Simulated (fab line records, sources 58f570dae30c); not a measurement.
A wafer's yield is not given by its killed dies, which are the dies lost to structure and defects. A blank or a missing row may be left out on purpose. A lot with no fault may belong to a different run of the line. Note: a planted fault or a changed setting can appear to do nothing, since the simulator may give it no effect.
Split-lot study || flow berkeley_cmos170 || on a route of 331 steps: 5 lots, 23 wafers read

## THE SPLIT
At UCB170_M1_SPUTTER_00 (material Al, target thk 600 nm, time 80 s), the setting power_w was moved away from the recipe's 6000 W on 10 of the 23 wafers read, by -7.8% to +6.7%. This setting was run at the recipe's value on the other wafers.

## BETWEEN THE SPLIT AND THE READING: the file shows 1 step in between
- UCB170_M1_RS_MEAS_01: measures by four-point-probe

## THE READING
M1_AL_THK, in nm, at UCB170_M1_THK_MEAS_02 (measures by xrf). Typical for fault-free wafers on this fab line: 590 nm, with standard deviation 7.6 nm.

{"wafer": "L074.1", "tool, chamber at the split": "pvd_sputter-03, -", "power_w as run, W": 6000, "against the recipe": "recipe", "M1_AL_THK, nm": 607, "against lot-mates on the recipe": "-"}
{"wafer": "L074.2", "tool, chamber at the split": "pvd_sputter-03, -", "power_w as run, W": 6000, "against the recipe": "recipe", "M1_AL_THK, nm": 599, "against lot-mates on the recipe": "-"}
{"wafer": "L074.3", "tool, chamber at the split": "pvd_sputter-03, -", "power_w as run, W": 6000, "against the recipe": "recipe", "M1_AL_THK, nm": 600, "against lot-mates on the recipe": "-"}
{"wafer": "L074.4", "tool, chamber at the split": "pvd_sputter-03, -", "power_w as run, W": 5534, "against the recipe": "-7.8%", "M1_AL_THK, nm": 549, "against lot-mates on the recipe": -53}
{"wafer": "L074.5", "tool, chamber at the split": "pvd_sputter-03, -", "power_w as run, W": 5534, "against the recipe": "-7.8%", "M1_AL_THK, nm": 550, "against lot-mates on the recipe": -52}
{"wafer": "L075.3", "tool, chamber at the split": "pvd_sputter-01, -", "power_w as run, W": 6000, "against the recipe": "recipe", "M1_AL_THK, nm": 589, "against lot-mates on the recipe": "-"}
{"wafer": "L075.4", "tool, chamber at the split": "pvd_sputter-01, -", "power_w as run, W": 6000, "against the recipe": "recipe", "M1_AL_THK, nm": 592, "against lot-mates on the recipe": "-"}
{"wafer": "L075.6", "tool, chamber at the split": "pvd_sputter-01, -", "power_w as run, W": 6000, "against the recipe": "recipe", "M1_AL_THK, nm": 592, "against lot-mates on the recipe": "-"}
{"wafer": "L080.1", "tool, chamber at the split": "pvd_sputter-03, -", "power_w as run, W": 6400, "against the recipe": "+6.7%", "M1_AL_THK, nm": 623, "against lot-mates on the recipe": "+29"}
{"wafer": "L080.3", "tool, chamber at the split": "pvd_sputter-03, -", "power_w as run, W": 6400, "against the recipe": "+6.7%", "M1_AL_THK, nm": 630, "against lot-mates on the recipe": "+36"}
{"wafer": "L080.4", "tool, chamber at the split": "pvd_sputter-03, -", "power_w as run, W": 6000, "against the recipe": "recipe", "M1_AL_THK, nm": 589, "against lot-mates on the recipe": "-"}
{"wafer": "L080.5", "tool, chamber at the split": "pvd_sputter-03, -", "power_w as run, W": 6400, "against the recipe": "+6.7%", "M1_AL_THK, nm": 628, "against lot-mates on the recipe": "+34"}
{"wafer": "L080.6", "tool, chamber at the split": "pvd_sputter-03, -", "power_w as run, W": 6000, "against the recipe": "recipe", "M1_AL_THK, nm": 599, "against lot-mates on the recipe": "-"}
{"wafer": "L081.1", "tool, chamber at the split": "pvd_sputter-04, -", "power_w as run, W": 6000, "against the recipe": "recipe", "M1_AL_THK, nm": 596, "against lot-mates on the recipe": "-"}
{"wafer": "L081.2", "tool, chamber at the split": "pvd_sputter-04, -", "power_w as run, W": 6000, "against the recipe": "recipe", "M1_AL_THK, nm": 585, "against lot-mates on the recipe": "-"}
{"wafer": "L081.3", "tool, chamber at the split": "pvd_sputter-04, -", "power_w as run, W": 6000, "against the recipe": "recipe", "M1_AL_THK, nm": 579, "against lot-mates on the recipe": "-"}
{"wafer": "L081.4", "tool, chamber at the split": "pvd_sputter-04, -", "power_w as run, W": 6290, "against the recipe": "+4.8%", "M1_AL_THK, nm": 620, "against lot-mates on the recipe": "+33"}
{"wafer": "L081.6", "tool, chamber at the split": "pvd_sputter-04, -", "power_w as run, W": 6290, "against the recipe": "+4.8%", "M1_AL_THK, nm": 617, "against lot-mates on the recipe": "+30"}
{"wafer": "L083.1", "tool, chamber at the split": "pvd_sputter-01, -", "power_w as run, W": 6267, "against the recipe": "+4.4%", "M1_AL_THK, nm": 614, "against lot-mates on the recipe": "+20"}
{"wafer": "L083.2", "tool, chamber at the split": "pvd_sputter-01, -", "power_w as run, W": 6000, "against the recipe": "recipe", "M1_AL_THK, nm": 587, "against lot-mates on the recipe": "-"}
{"wafer": "L083.4", "tool, chamber at the split": "pvd_sputter-01, -", "power_w as run, W": 6267, "against the recipe": "+4.4%", "M1_AL_THK, nm": 623, "against lot-mates on the recipe": "+29"}
{"wafer": "L083.5", "tool, chamber at the split": "pvd_sputter-01, -", "power_w as run, W": 6267, "against the recipe": "+4.4%", "M1_AL_THK, nm": 616, "against lot-mates on the recipe": "+22"}
{"wafer": "L083.6", "tool, chamber at the split": "pvd_sputter-01, -", "power_w as run, W": 6000, "against the recipe": "recipe", "M1_AL_THK, nm": 601, "against lot-mates on the recipe": "-"}

THE FIT
A straight line over all 23 wafers: M1_AL_THK changes by +5.37 nm for each +1% of power_w; r = +0.96; the points scatter about the line by 6.2 nm.
The same after taking each lot's own level away (the mean of its wafers on the recipe; 23 wafers): +5.94 nm for each +1%; r = +0.97; scatter 5.4 nm.
Per that fit: largest power_w move, reading shift of 46 nm.
From 586.7 to 602.0 nm: that is the span of the lots' own levels, equal to 2.0 times the standard deviation above.
Hence the lot-to-lot level has little effect on the slope; both slopes agree.
Check: -45.5 nm against its lot-mates is what the line predicts for one of the wafers moved furthest among these (-7.8%) when that wafer is left out of the fit. It came out at -53 nm against them.

## THE WHOLE CHAIN: every reading that the file lists as answering this split, in the file's order
{"step": "UCB170_M1_SPUTTER_00", "what it does": "material Al, target thk 600 nm, time 80 s", "reading": "Al_of_M1_SPUTTER_00.thk_nm (the simulator's own value, which no gauge read)", "change (the file's fit)": "+5.96 nm for each +1% of the setting", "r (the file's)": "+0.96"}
{"step": "UCB170_M1_RS_MEAS_01", "what it does": "measures by four-point-probe", "reading": "M1_AL_RS", "change (the file's fit)": "-0.000497 for each +1% of the setting", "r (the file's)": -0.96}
{"step": "UCB170_M1_THK_MEAS_02", "what it does": "measures by xrf", "reading": "M1_AL_THK", "change (the file's fit)": "+5.98 for each +1% of the setting", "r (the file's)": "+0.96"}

## THE FILE'S OWN FIT
M1_AL_THK changes by +5.98 nm for each +1% of power_w, r = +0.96.
